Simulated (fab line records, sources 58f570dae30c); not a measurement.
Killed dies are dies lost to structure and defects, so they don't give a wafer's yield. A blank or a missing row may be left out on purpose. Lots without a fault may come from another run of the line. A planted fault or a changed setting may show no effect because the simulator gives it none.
One fault seen from 2 desks | flow berkeley_cmos170 | each desk has only its own numbers; what lay behind them comes last

THE TOOL OWNER'S DESK: litho_track-04
The tool's own readings at UCB170_M3_PEB_13: means of the sampled wafers that have a number, for each lot that ran on this tool. A lot is out of limits, marked OUT, if its mean lies more than 4 standard deviations from the usual mean; the brackets give that distance.
Columns: A = heater_power_total_W at UCB170_M3_PEB_13, usual 56.80 W; B = plate_temp_C at UCB170_M3_PEB_13, usual 129.98 C
lot  | first seen here | A               | B
L192 | day 8 01:56     | 56.79           | 130.11
L194 | day 9 02:11     | 56.79           | 129.91
L199 | day 9 17:25     | 56.79           | 129.87
L203 | day 10 12:46    | 57.31 (+12) OUT | 130.91 (+7.2) OUT
L204 | day 11 01:15    | 57.32 (+12) OUT | 131.01 (+7.9) OUT
This desk's finding: out of limits on L203, L204; first on L203, day 10 12:46 (heater_power_total_W at UCB170_M3_PEB_13). In limits: L192, L194, L199.

THE METROLOGY DESK
What the gauges read, lot by lot, whatever tool the lot ran on: means of the sampled wafers that have a number. A lot is out of limits, marked OUT, if its mean lies more than 4 standard deviations from the usual mean; the brackets give that distance.
Columns: A = cd_nm at UCB170_M3_CD_MEAS_15, usual 700.2 nm; B = M3_OVL at UCB170_M3_OVL_MEAS_16, usual -3 nm
lot  | first seen here | A                | B
L191 | day 7 13:55     | 700.3            | -3
L192 | day 8 02:13     | 699.4            | 3
L194 | day 9 02:28     | 702.4            | -1
L199 | day 9 17:41     | 702.0            | -5
L203 | day 10 13:03    | 691.5 (-6.2) OUT | 1
L205 | day 11 00:31    | 701.1            | -11
L204 | day 11 01:32    | 698.8            | -0
L210 | day 11 11:58    | 699.8            | -9
L208 | day 11 12:24    | 699.7            | -2
L209 | day 11 17:59    | 699.0            | 6
L211 | day 11 18:20    | 701.5            | -4
L207 | day 11 18:57    | 701.1            | 1
L213 | day 12 14:41    | 700.4            | -2
This desk's finding: out of limits on L203; first on L203, day 10 13:03 (cd_nm at UCB170_M3_CD_MEAS_15). In limits: L191, L192, L194, L199, L205, L204, L210, L208, L209, L211, L207, L213.

PUT TOGETHER
The tool owner's desk could have raised an alarm at day 10 12:46, on L203, L204.
The metrology desk could have raised an alarm at day 10 13:03, on L203.
The metrology desk has L204 on record, within its limits.
Of the lots named, all ran UCB170_M3_PEB_13 on litho_track-04.

WHAT THE SIMULATOR HAD PUT IN
Process parameter drift: litho_track-04, from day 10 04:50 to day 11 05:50, at UCB170_M3_PEB_13. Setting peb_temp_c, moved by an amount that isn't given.
Lots struck among those shown: L203, L204.
Hours from the fault's start to each desk's first reading out of limits: the tool owner's desk, 8; the metrology desk, 8.
